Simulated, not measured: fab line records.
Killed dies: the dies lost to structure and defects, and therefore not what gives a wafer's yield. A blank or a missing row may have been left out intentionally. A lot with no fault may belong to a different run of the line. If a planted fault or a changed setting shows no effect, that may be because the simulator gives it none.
fab line records ; flow ritCmos ; part 1 of 2: steps 1 to 33 of 49
record lots=5; wafers=15; lastDay=7
route steps=202 shown REOX@98 NLDD@103 PLDD@114 SPACER@125 NSD@131 PSD@142
lots with no fault: from the same line, run without faults
startH: hours from the record's first day to the start of the lot's first wafer shown ; waitH: hours from the lot's prior step to this one ; " the same as in the row above ; L1.1+2: several wafers, shown together as one row ; - no value, or no start given ; * or withheld: withheld ; < > ~ a bound
route shown NAME@n: a module of which the file shows steps, and the number in the route of the first ; usual: mean/standard deviation taken from wafers without a fault ; same: alike in all rows ; chamber/n: place in a boat ; sites: the reading at each site ; _std_site: their standard deviation ; _edge_site: outer sites' mean less inner sites' ; radiusMm: how far each site lies from the wafer's centre ; mask NAME#n: copy n ; behind: tool/chamber where the wafer was last shaped ; hold: reason for holding the lot/hours on hold/outcome of the hold ; device: which transistor (n, p or np) failed to switch ; end of line: tests run on the same wafers once the route is complete ; a step without rows: its recipe alone ; killed: the dies lost at the first sort to structure and to defects; this is not the yield of the wafer ; map: per-die view of a wafer (x killed, . not killed, _ where there is no die)
set.NAME: the setting as run; set.NAME@STEP: as run at that earlier step ; model.NAME: the simulator's own value behind a step, which no gauge read
lots seen at some steps along the route; tables by step, rows by wafer
services: a tool's chamber out of use, with start hour (startH, from the record's first day; less than 0 if before it), hours out, and reason
## steps
# step RIT_REOX_CLEAN_00
# recipe chemistry=SC1; mix=3:3:50; timeS=600; tempC=75
# usual tempC=74.99/0.12
lot.wafer;tool;chamber;startH;waitH;tempC
L078.2;wetBench-03;0;61.33;0.1;74.98
L078.4;wetBench-03;0;61.33;0.1;74.97
L078.5;wetBench-03;0;61.33;0.1;74.94
L082.1;wetBench-03;3;78.11;0.1;75.02
L082.2;wetBench-03;3;78.11;0.1;75.02
L082.4;wetBench-03;3;78.11;0.1;75.21
L093.2;wetBench-02;3;133.88;0.1;75.04
L093.4;wetBench-02;3;133.88;0.1;74.89
L093.6;wetBench-02;3;133.88;0.1;75.00
L094.1;wetBench-04;1;137.54;0.1;75.10
L094.2;wetBench-04;1;137.54;0.1;75.01
L094.4;wetBench-04;1;137.54;0.1;74.78
L095.1;wetBench-04;2;143.62;0.1;75.18
L095.2;wetBench-04;2;143.62;0.1;75.07
L095.4;wetBench-04;2;143.62;0.1;75.11
# step RIT_REOX_CLEAN_01
# recipe chemistry=dHF; dilution=50:1; timeS=30
lot.wafer;tool;chamber;startH;waitH
L078.2+4+5;wetBench-02;0;61.51;0.0
L082.1+2+4;wetBench-02;3;78.29;0.0
L093.2+4+6;wetBench-04;0;134.07;0.0
L094.1+2+4;wetBench-03;1;137.73;0.0
L095.1+2+4;wetBench-03;0;143.80;0.0
# step RIT_REOX_CLEAN_02
# recipe chemistry=SC2; mix=3:3:50; timeS=600; tempC=75; dry=n2Spin
# usual tempC=75.00/0.11
lot.wafer;tool;chamber;startH;waitH;tempC
L078.2;wetBench-04;1;61.53;0.0;74.88
L078.4;wetBench-04;1;61.53;0.0;74.93
L078.5;wetBench-04;1;61.53;0.0;74.94
L082.1;wetBench-04;1;78.31;0.0;74.99
L082.2;wetBench-04;1;78.31;0.0;75.03
L082.4;wetBench-04;1;78.31;0.0;74.90
L093.2;wetBench-02;2;134.09;0.0;75.01
L093.4;wetBench-02;2;134.09;0.0;74.92
L093.6;wetBench-02;2;134.09;0.0;75.17
L094.1;wetBench-02;2;137.75;0.0;75.02
L094.2;wetBench-02;2;137.75;0.0;74.87
L094.4;wetBench-02;2;137.75;0.0;75.05
L095.1;wetBench-02;0;143.82;0.0;74.82
L095.2;wetBench-02;0;143.82;0.0;74.98
L095.4;wetBench-02;0;143.82;0.0;74.91
# step RIT_REOX_OXIDATION_03
# recipe tempC=900; ambient=O2; targetThkA=252; oxTimeS=5580
# usual spikeTcLoadC=925.5/2.6
lot.wafer;tool;chamber;startH;waitH;spikeTcLoadC
L078.2;furnace-01;0;61.70;0.0;924.6
L078.4;furnace-01;0;61.70;0.0;924.7
L078.5;furnace-01;0;61.70;0.0;924.9
L082.1;furnace-01;0;78.48;0.0;925.6
L082.2;furnace-01;0;78.48;0.0;925.4
L082.4;furnace-01;0;78.48;0.0;924.8
L093.2;furnace-04;0;134.28;0.0;929.6
L093.4;furnace-04;0;134.28;0.0;927.8
L093.6;furnace-04;0;134.28;0.0;930.1
L094.1;furnace-04;0;138.14;0.2;928.6
L094.2;furnace-04;0;138.14;0.2;927.5
L094.4;furnace-04;0;138.14;0.2;929.2
L095.1;furnace-02;0;145.18;1.2;923.5
L095.2;furnace-02;0;145.18;1.2;922.3
L095.4;furnace-02;0;145.18;1.2;922.5
# step RIT_REOX_THK_MEAS_04
# recipe reads=SiO2_of_REOX_OXIDATION_03
# usual REOX_OXIDE_THK=25.1/0.49
lot.wafer;tool;chamber;startH;waitH;REOX_OXIDE_THK[nm]
L078.2;filmMetro-02;-;64.26;0.0;25.0
L078.4;filmMetro-02;-;64.26;0.0;25.4
L078.5;filmMetro-02;-;64.26;0.0;25.8
L082.1;filmMetro-03;-;81.03;0.0;25.0
L082.2;filmMetro-03;-;81.03;0.0;24.9
L082.4;filmMetro-03;-;81.03;0.0;25.1
L093.2;filmMetro-04;-;136.84;0.0;24.9
L093.4;filmMetro-04;-;136.84;0.0;24.8
L093.6;filmMetro-04;-;136.84;0.0;25.1
L094.1;filmMetro-04;-;140.69;0.0;25.8
L094.2;filmMetro-04;-;140.69;0.0;25.8
L094.4;filmMetro-04;-;140.69;0.0;25.6
L095.1;filmMetro-04;-;147.73;0.0;25.0
L095.2;filmMetro-04;-;147.73;0.0;25.1
L095.4;filmMetro-04;-;147.73;0.0;24.8
# step RIT_NLDD_HMDS_00
# recipe primeTimeS=60; primeTempC=140
lot.wafer;tool;chamber;startH;waitH
L078.2+4+5;lithoTrack-04;0;64.34;0.1
L082.1+2+4;lithoTrack-01;0;81.35;0.3
L093.2+4+6;lithoTrack-01;0;136.91;0.1
L094.1+2+4;lithoTrack-04;0;140.75;0.1
L095.1+2+4;lithoTrack-04;0;147.79;0.1
# step RIT_NLDD_COAT_01
# recipe resist=NOVOLAK; spinRpm=3250; resistThkNm=1000
lot.wafer;tool;chamber;startH;waitH
L078.2+4+5;lithoTrack-04;0;64.49;0.1
L082.1+2+4;lithoTrack-01;0;81.50;0.1
L093.2+4+6;lithoTrack-01;0;137.06;0.1
L094.1+2+4;lithoTrack-04;0;140.90;0.1
L095.1+2+4;lithoTrack-04;0;147.94;0.1
# step RIT_NLDD_SOFTBAKE_02
# recipe resist=NOVOLAK; tempC=90; timeS=60
lot.wafer;tool;chamber;startH;waitH
L078.2+4+5;lithoTrack-04;0;64.64;0.1
L082.1+2+4;lithoTrack-01;0;81.65;0.1
L093.2+4+6;lithoTrack-01;0;137.21;0.1
L094.1+2+4;lithoTrack-04;0;141.05;0.1
L095.1+2+4;lithoTrack-04;0;148.09;0.1
# step RIT_NLDD_EXPOSE_03
# recipe maskId=M7; na=0.57; targetCdNm=40700; doseMj=250
lot.wafer;tool;chamber;startH;waitH;mask
L078.2+4+5;ilineStepper-01;0;64.78;0.1;M7#0
L082.1+2+4;ilineStepper-01;0;81.80;0.1;M7#0
L093.2+4+6;ilineStepper-02;0;137.48;0.2;M7#0
L094.1+2+4;ilineStepper-01;0;141.33;0.2;M7#0
L095.1+2+4;ilineStepper-02;0;148.36;0.2;M7#0
# step RIT_NLDD_PEB_04
# recipe resist=NOVOLAK; tempC=withheld; timeS=withheld
lot.wafer;tool;chamber;startH;waitH
L078.2+4+5;lithoTrack-01;0;64.90;0.1
L082.1+2+4;lithoTrack-04;0;82.06;0.2
L093.2+4+6;lithoTrack-03;0;137.61;0.1
L094.1+2+4;lithoTrack-04;0;141.45;0.1
L095.1+2+4;lithoTrack-01;0;148.48;0.1
# step RIT_NLDD_DEVELOP_05
# recipe resist=NOVOLAK; developTimeS=50; devTempC=23
lot.wafer;tool;chamber;startH;waitH
L078.2+4+5;lithoTrack-01;0;-;-
L082.1+2+4;lithoTrack-04;0;-;-
L093.2+4+6;lithoTrack-03;0;-;-
L094.1+2+4;lithoTrack-04;0;-;-
L095.1+2+4;lithoTrack-01;0;-;-
# step RIT_NLDD_OVL_MEAS_06
# usual NLDD_OVL=-0.5/1.3
lot.wafer;tool;chamber;startH;waitH;NLDD_OVL[nm]
L078.2;overlay-02;-;65.17;-;-0.1
L078.4;overlay-02;-;65.17;-;-0.8
L078.5;overlay-02;-;65.17;-;0.7
L082.1;overlay-02;-;82.34;-;-0.8
L082.2;overlay-02;-;82.34;-;-0.3
L082.4;overlay-02;-;82.34;-;-2.1
L093.2;overlay-02;-;137.87;-;-1.4
L093.4;overlay-02;-;137.87;-;-1.1
L093.6;overlay-02;-;137.87;-;-0.8
L094.1;overlay-02;-;141.73;-;-1.6
L094.2;overlay-02;-;141.73;-;1.2
L094.4;overlay-02;-;141.73;-;-1.1
L095.1;overlay-02;-;148.76;-;1.6
L095.2;overlay-02;-;148.76;-;0.2
L095.4;overlay-02;-;148.76;-;1.1
# step RIT_NLDD_HARDBAKE_07
# recipe resist=NOVOLAK; tempC=139.2; timeS=60
lot.wafer;tool;chamber;startH;waitH
L078.2+4+5;lithoTrack-01;0;65.22;0.0
L082.1+2+4;lithoTrack-04;0;82.38;0.0
L093.2+4+6;lithoTrack-01;0;137.93;0.0
L094.1+2+4;lithoTrack-04;0;141.76;0.0
L095.1+2+4;lithoTrack-03;0;148.80;0.0
# step RIT_NLDD_IMPLANT_08
# recipe species=P; energyKev=20; doseCm2=5e+14; tiltDeg=7
# usual endStationPressureTorr=6.3e-06/3.1e-07
lot.wafer;tool;chamber;startH;waitH;endStationPressureTorr
L078.2;implanter-03;0;65.37;0.1;6e-06
L078.4;implanter-03;0;65.37;0.1;7e-06
L078.5;implanter-03;0;65.37;0.1;6.4e-06
L082.1;implanter-03;0;82.53;0.1;5.9e-06
L082.2;implanter-03;0;82.53;0.1;6.1e-06
L082.4;implanter-03;0;82.53;0.1;6e-06
L093.2;implanter-03;0;138.08;0.1;6.3e-06
L093.4;implanter-03;0;138.08;0.1;6.4e-06
L093.6;implanter-03;0;138.08;0.1;6.4e-06
L094.1;implanter-04;0;141.91;0.1;6e-06
L094.2;implanter-04;0;141.91;0.1;5.8e-06
L094.4;implanter-04;0;141.91;0.1;6.7e-06
L095.1;implanter-04;0;148.95;0.1;6.2e-06
L095.2;implanter-04;0;148.95;0.1;6.8e-06
L095.4;implanter-04;0;148.95;0.1;6.4e-06
# step RIT_NLDD_STRIP_09
# recipe chemistry=O2; timeS=180; resist=NOVOLAK; platenTempC=withheld; powerW=500; pressureMtorr=4000; o2FlowSccm=4000
# usual drypumpMotorCurrentA=5.8/0.31
lot.wafer;tool;chamber;startH;waitH;drypumpMotorCurrentA;rfHoursCounterH
L078.2;plasmaAsher-03;0;65.50;0.1;6.1;42
L078.4;plasmaAsher-03;1;65.50;0.1;6.0;-
L078.5;plasmaAsher-03;1;65.50;0.1;6.0;-
L082.1;plasmaAsher-03;0;82.68;0.1;6.1;44
L082.2;plasmaAsher-03;1;82.68;0.1;6.0;44
L082.4;plasmaAsher-03;0;82.68;0.1;6.1;-
L093.2;plasmaAsher-03;0;138.20;0.1;6.1;51
L093.4;plasmaAsher-03;0;138.20;0.1;6.1;-
L093.6;plasmaAsher-03;0;138.20;0.1;6.0;-
L094.1;plasmaAsher-03;0;142.06;0.1;6.1;51
L094.2;plasmaAsher-03;1;142.06;0.1;5.9;51
L094.4;plasmaAsher-03;0;142.06;0.1;6.1;-
L095.1;plasmaAsher-02;1;149.10;0.1;5.3;36
L095.2;plasmaAsher-02;0;149.10;0.1;6.0;36
L095.4;plasmaAsher-02;0;149.10;0.1;6.0;-
# step RIT_NLDD_TW_MEAS_10
# usual NLDD_TW=2508/13
lot.wafer;tool;chamber;startH;waitH;NLDD_TW
L078.2;filmMetro-01;-;65.68;0.1;2500
L078.4;filmMetro-01;-;65.68;0.1;2504
L078.5;filmMetro-01;-;65.68;0.1;2506
L082.1;filmMetro-02;-;82.85;0.1;2525
L082.2;filmMetro-02;-;82.85;0.1;2515
L082.4;filmMetro-02;-;82.85;0.1;2506
L093.2;filmMetro-03;-;138.39;0.1;2480
L093.4;filmMetro-03;-;138.39;0.1;2500
L093.6;filmMetro-03;-;138.39;0.1;2496
L094.1;filmMetro-03;-;142.24;0.1;2493
L094.2;filmMetro-03;-;142.24;0.1;2479
L094.4;filmMetro-03;-;142.24;0.1;2499
L095.1;filmMetro-02;-;149.27;0.1;2505
L095.2;filmMetro-02;-;149.27;0.1;2498
L095.4;filmMetro-02;-;149.27;0.1;2495
# step RIT_PLDD_HMDS_00
# recipe primeTimeS=60; primeTempC=140
lot.wafer;tool;chamber;startH;waitH
L078.2+4+5;lithoTrack-02;0;65.77;0.1
L082.1+2+4;lithoTrack-02;0;82.91;0.1
L093.2+4+6;lithoTrack-02;0;138.50;0.1
L094.1+2+4;lithoTrack-02;0;142.30;0.1
L095.1+2+4;lithoTrack-01;0;149.33;0.1
# step RIT_PLDD_COAT_01
# recipe resist=NOVOLAK; spinRpm=3250; resistThkNm=1000
lot.wafer;tool;chamber;startH;waitH
L078.2+4+5;lithoTrack-02;0;65.92;0.1
L082.1+2+4;lithoTrack-02;0;83.06;0.1
L093.2+4+6;lithoTrack-02;0;138.65;0.1
L094.1+2+4;lithoTrack-02;0;142.45;0.1
L095.1+2+4;lithoTrack-01;0;149.48;0.1
# step RIT_PLDD_SOFTBAKE_02
# recipe resist=NOVOLAK; tempC=90; timeS=60
lot.wafer;tool;chamber;startH;waitH
L078.2+4+5;lithoTrack-02;0;66.07;0.1
L082.1+2+4;lithoTrack-02;0;83.21;0.1
L093.2+4+6;lithoTrack-02;0;138.80;0.1
L094.1+2+4;lithoTrack-02;0;142.60;0.1
L095.1+2+4;lithoTrack-01;0;149.63;0.1
# step RIT_PLDD_EXPOSE_03
# recipe maskId=M8; na=0.57; targetCdNm=40900; doseMj=250
lot.wafer;tool;chamber;startH;waitH;mask
L078.2+4+5;ilineStepper-02;0;66.21;0.1;M8#0
L082.1+2+4;ilineStepper-02;0;83.49;0.2;M8#0
L093.2+4+6;ilineStepper-01;0;138.94;0.1;M8#0
L094.1+2+4;ilineStepper-01;0;142.75;0.1;M8#0
L095.1+2+4;ilineStepper-01;0;149.78;0.1;M8#0
# step RIT_PLDD_PEB_04
# recipe resist=NOVOLAK; tempC=withheld; timeS=withheld
lot.wafer;tool;chamber;startH;waitH
L078.2+4+5;lithoTrack-01;0;66.49;0.3
L082.1+2+4;lithoTrack-01;0;83.60;0.1
L093.2+4+6;lithoTrack-01;0;139.15;0.2
L094.1+2+4;lithoTrack-02;0;142.87;0.1
L095.1+2+4;lithoTrack-04;0;149.90;0.1
# step RIT_PLDD_DEVELOP_05
# recipe resist=NOVOLAK; developTimeS=50; devTempC=23
lot.wafer;tool;chamber;startH;waitH
L078.2+4+5;lithoTrack-01;0;-;-
L082.1+2+4;lithoTrack-01;0;-;-
L093.2+4+6;lithoTrack-01;0;-;-
L094.1+2+4;lithoTrack-02;0;-;-
L095.1+2+4;lithoTrack-04;0;-;-
# step RIT_PLDD_OVL_MEAS_06
# usual PLDD_OVL=0.2/1.3
lot.wafer;tool;chamber;startH;waitH;PLDD_OVL[nm]
L078.2;overlay-02;-;66.75;-;0.0
L078.4;overlay-02;-;66.75;-;3.1
L078.5;overlay-02;-;66.75;-;1.7
L082.1;overlay-01;-;83.89;-;0.6
L082.2;overlay-01;-;83.89;-;-1.4
L082.4;overlay-01;-;83.89;-;0.4
L093.2;overlay-02;-;139.42;-;-0.7
L093.4;overlay-02;-;139.42;-;-0.1
L093.6;overlay-02;-;139.42;-;-1.7
L094.1;overlay-02;-;143.15;-;-1.0
L094.2;overlay-02;-;143.15;-;-1.5
L094.4;overlay-02;-;143.15;-;-2.4
L095.1;overlay-01;-;150.18;-;1.0
L095.2;overlay-01;-;150.18;-;1.7
L095.4;overlay-01;-;150.18;-;2.8
# step RIT_PLDD_HARDBAKE_07
# recipe resist=NOVOLAK; tempC=140; timeS=60
lot.wafer;tool;chamber;startH;waitH
L078.2+4+5;lithoTrack-01;0;66.81;0.0
L082.1+2+4;lithoTrack-01;0;83.92;0.0
L093.2+4+6;lithoTrack-01;0;139.47;0.0
L094.1+2+4;lithoTrack-01;0;143.19;0.0
L095.1+2+4;lithoTrack-04;0;150.22;0.0
# step RIT_PLDD_IMPLANT_08
# recipe species=BF2; energyKev=20; doseCm2=9e+14; tiltDeg=7.148
# usual endStationPressureTorr=7.2e-06/4.2e-07
lot.wafer;tool;chamber;startH;waitH;endStationPressureTorr
L078.2;implanter-02;0;66.96;0.1;7.7e-06
L078.4;implanter-02;0;66.96;0.1;6.4e-06
L078.5;implanter-02;0;66.96;0.1;7.1e-06
L082.1;implanter-02;0;84.07;0.1;7.3e-06
L082.2;implanter-02;0;84.07;0.1;6.7e-06
L082.4;implanter-02;0;84.07;0.1;6.9e-06
L093.2;implanter-02;0;139.62;0.1;6.3e-06
L093.4;implanter-02;0;139.62;0.1;7e-06
L093.6;implanter-02;0;139.62;0.1;6.4e-06
L094.1;implanter-01;0;143.34;0.1;7.9e-06
L094.2;implanter-01;0;143.34;0.1;7.3e-06
L094.4;implanter-01;0;143.34;0.1;6.8e-06
L095.1;implanter-02;0;150.37;0.1;7.4e-06
L095.2;implanter-02;0;150.37;0.1;7.3e-06
L095.4;implanter-02;0;150.37;0.1;7.1e-06
# step RIT_PLDD_STRIP_09
# recipe chemistry=O2; timeS=180; resist=NOVOLAK; platenTempC=withheld; powerW=500; pressureMtorr=4000; o2FlowSccm=4000
# usual drypumpMotorCurrentA=5.8/0.33
lot.wafer;tool;chamber;startH;waitH;drypumpMotorCurrentA;rfHoursCounterH
L078.2;plasmaAsher-03;1;67.08;0.1;5.9;42
L078.4;plasmaAsher-03;0;67.08;0.1;6.1;-
L078.5;plasmaAsher-03;0;67.08;0.1;6.1;-
L082.1;plasmaAsher-02;0;84.22;0.1;6.0;28
L082.2;plasmaAsher-02;1;84.22;0.1;5.3;28
L082.4;plasmaAsher-02;0;84.22;0.1;6.0;-
L093.2;plasmaAsher-03;1;139.75;0.1;6.0;51
L093.4;plasmaAsher-03;1;139.75;0.1;6.0;-
L093.6;plasmaAsher-03;0;139.75;0.1;6.1;-
L094.1;plasmaAsher-03;0;143.49;0.1;6.1;51
L094.2;plasmaAsher-03;1;143.49;0.1;6.0;51
L094.4;plasmaAsher-03;1;143.49;0.1;6.0;-
L095.1;plasmaAsher-03;0;150.52;0.1;6.1;52
L095.2;plasmaAsher-03;1;150.52;0.1;6.0;52
L095.4;plasmaAsher-03;1;150.52;0.1;6.0;-
# step RIT_PLDD_TW_MEAS_10
# usual PLDD_TW=2365/11
lot.wafer;tool;chamber;startH;waitH;PLDD_TW
L078.2;filmMetro-01;-;67.27;0.1;2356
L078.4;filmMetro-01;-;67.27;0.1;2360
L078.5;filmMetro-01;-;67.27;0.1;2347
L082.1;filmMetro-01;-;84.40;0.1;2370
L082.2;filmMetro-01;-;84.40;0.1;2379
L082.4;filmMetro-01;-;84.40;0.1;2371
L093.2;filmMetro-01;-;139.93;0.1;2357
L093.4;filmMetro-01;-;139.93;0.1;2367
L093.6;filmMetro-01;-;139.93;0.1;2354
L094.1;filmMetro-03;-;143.66;0.1;2349
L094.2;filmMetro-03;-;143.66;0.1;2354
L094.4;filmMetro-03;-;143.66;0.1;2357
L095.1;filmMetro-01;-;150.69;0.1;2358
L095.2;filmMetro-01;-;150.69;0.1;2364
L095.4;filmMetro-01;-;150.69;0.1;2367
# step RIT_SPACER_CLEAN_00
# recipe chemistry=SC1; mix=3:3:50; timeS=600; tempC=75
# usual tempC=75.01/0.12
lot.wafer;tool;chamber;startH;waitH;tempC
L078.2;wetBench-01;2;67.32;0.0;75.09
L078.4;wetBench-01;2;67.32;0.0;74.91
L078.5;wetBench-01;2;67.32;0.0;75.28
L082.1;wetBench-04;0;84.46;0.1;75.07
L082.2;wetBench-04;0;84.46;0.1;75.22
L082.4;wetBench-04;0;84.46;0.1;74.77
L093.2;wetBench-03;3;139.98;0.0;74.89
L093.4;wetBench-03;3;139.98;0.0;74.85
L093.6;wetBench-03;3;139.98;0.0;74.79
L094.1;wetBench-01;1;143.72;0.1;75.10
L094.2;wetBench-01;1;143.72;0.1;75.01
L094.4;wetBench-01;1;143.72;0.1;75.03
L095.1;wetBench-03;2;150.75;0.1;75.04
L095.2;wetBench-03;2;150.75;0.1;74.89
L095.4;wetBench-03;2;150.75;0.1;74.93
# step RIT_SPACER_CLEAN_01
# recipe chemistry=dHF; dilution=50:1; timeS=30
lot.wafer;tool;chamber;startH;waitH
L078.2+4+5;wetBench-03;0;67.51;0.0
L082.1+2+4;wetBench-01;0;84.63;0.0
L093.2+4+6;wetBench-04;0;140.17;0.0
L094.1+2+4;wetBench-04;1;143.91;0.0
L095.1+2+4;wetBench-01;3;150.94;0.0
# step RIT_SPACER_CLEAN_02
# recipe chemistry=SC2; mix=3:3:50; timeS=600; tempC=75; dry=n2Spin
# usual tempC=75.01/0.12
lot.wafer;tool;chamber;startH;waitH;tempC
L078.2;wetBench-04;0;67.53;0.0;75.12
L078.4;wetBench-04;0;67.53;0.0;75.07
L078.5;wetBench-04;0;67.53;0.0;74.99
L082.1;wetBench-03;1;84.65;0.0;75.08
L082.2;wetBench-03;1;84.65;0.0;75.15
L082.4;wetBench-03;1;84.65;0.0;74.85
L093.2;wetBench-01;3;140.19;0.0;75.10
L093.4;wetBench-01;3;140.19;0.0;75.01
L093.6;wetBench-01;3;140.19;0.0;75.14
L094.1;wetBench-03;0;143.93;0.0;74.75
L094.2;wetBench-03;0;143.93;0.0;74.97
L094.4;wetBench-03;0;143.93;0.0;74.76
L095.1;wetBench-04;3;150.96;0.0;74.84
L095.2;wetBench-04;3;150.96;0.0;75.01
L095.4;wetBench-04;3;150.96;0.0;74.90
# step RIT_SPACER_CVD_03
# recipe material=Si3N4; targetThkNm=250; tempC=810; precursor=SiH2Cl2/NH3; timeS=3300; pressureMtorr=300; sih2cl2FlowSccm=60; nh3FlowSccm=150
# usual pressureMtorr=300.1/0.6; spikeTcLoadC=835.0/1.4; susceptorTempC=809.9/0.32
lot.wafer;tool;chamber;startH;waitH;pressureMtorr;spikeTcLoadC;susceptorTempC
L078.2;lpcvd-01;0;67.70;0.0;300.8;834.1;810.0
L078.4;lpcvd-01;0;67.70;0.0;300.2;832.3;810.0
L078.5;lpcvd-01;0;67.70;0.0;301.2;835.6;809.8
L082.1;lpcvd-01;0;84.82;0.0;300.5;833.1;809.7
L082.2;lpcvd-01;0;84.82;0.0;299.9;834.2;810.0
L082.4;lpcvd-01;0;84.82;0.0;300.4;833.5;809.8
L093.2;lpcvd-01;0;140.38;0.0;299.2;834.2;809.8
L093.4;lpcvd-01;0;140.38;0.0;298.6;832.5;810.2
L093.6;lpcvd-01;0;140.38;0.0;299.2;834.6;810.4
L094.1;lpcvd-01;1;144.12;0.0;300.0;833.3;810.5
L094.2;lpcvd-01;1;144.12;0.0;300.5;835.3;810.1
L094.4;lpcvd-01;1;144.12;0.0;299.4;835.1;810.0
L095.1;lpcvd-02;1;151.14;0.0;299.7;836.3;809.6
L095.2;lpcvd-02;1;151.14;0.0;300.8;836.3;810.3
L095.4;lpcvd-02;1;151.14;0.0;300.2;838.0;809.2
# step RIT_SPACER_THK_MEAS_04
# recipe reads=Si3N4_of_SPACER_CVD_03
# usual SPACER_NITRIDE_THK=250.5/2.1
lot.wafer;tool;chamber;startH;waitH;SPACER_NITRIDE_THK[nm]
L078.2;filmMetro-02;-;69.63;0.0;251.9
L078.4;filmMetro-02;-;69.63;0.0;252.2
L078.5;filmMetro-02;-;69.63;0.0;253.3
L082.1;filmMetro-02;-;86.74;0.0;249.6
L082.2;filmMetro-02;-;86.74;0.0;250.6
L082.4;filmMetro-02;-;86.74;0.0;250.3
L093.2;filmMetro-04;-;142.31;0.0;249.5
L093.4;filmMetro-04;-;142.31;0.0;250.5
L093.6;filmMetro-04;-;142.31;0.0;249.1
L094.1;filmMetro-02;-;146.04;0.0;249.0
L094.2;filmMetro-02;-;146.04;0.0;249.1
L094.4;filmMetro-02;-;146.04;0.0;249.8
L095.1;filmMetro-01;-;153.05;0.0;250.4
L095.2;filmMetro-01;-;153.05;0.0;250.3
L095.4;filmMetro-01;-;153.05;0.0;249.6
# step RIT_SPACER_ETCHBACK_05
# recipe targetDepthA=2500; SF6_flow_sccm=30; CHF3_flow_sccm=30; target=Si3N4; chemistry=SF6/CHF3; pressureMtorr=40; rfW=250; timeS=240; stopOn=SiO2
# usual drypumpMotorCurrentA=5.8/0.5; oesProductAu=0.845/0.015; throttleValvePct=10.30/0.13
lot.wafer;tool;chamber;startH;waitH;drypumpMotorCurrentA;oesProductAu;rfHoursCounterH;throttleValvePct
L078.2;rieDiel-03;3;69.68;0.0;5.7;0.838;149;10.24
L078.4;rieDiel-03;1;69.68;0.0;5.2;0.854;39;10.15
L078.5;rieDiel-03;1;69.68;0.0;5.2;0.850;-;10.14
L082.1;rieDiel-04;1;86.80;0.1;6.1;0.830;101;10.42
L082.2;rieDiel-04;0;86.80;0.1;5.7;0.854;74;10.27
L082.4;rieDiel-04;2;86.80;0.1;5.8;0.825;119;10.23
L093.2;rieDiel-03;3;142.36;0.0;5.7;0.824;150;10.24
L093.4;rieDiel-03;2;142.36;0.0;5.9;0.824;29;10.09
L093.6;rieDiel-03;0;142.36;0.0;6.7;0.826;-;10.26
L094.1;rieDiel-01;3;146.10;0.1;5.8;0.855;23;10.39
L094.2;rieDiel-01;2;146.10;0.1;6.7;0.830;30;10.19
L094.4;rieDiel-01;1;146.10;0.1;5.2;0.844;83;10.40
L095.1;rieDiel-01;0;153.11;0.1;5.5;0.850;141;10.53
L095.2;rieDiel-01;2;153.11;0.1;6.7;0.835;31;10.18
L095.4;rieDiel-01;1;153.11;0.1;5.1;0.851;83;10.38
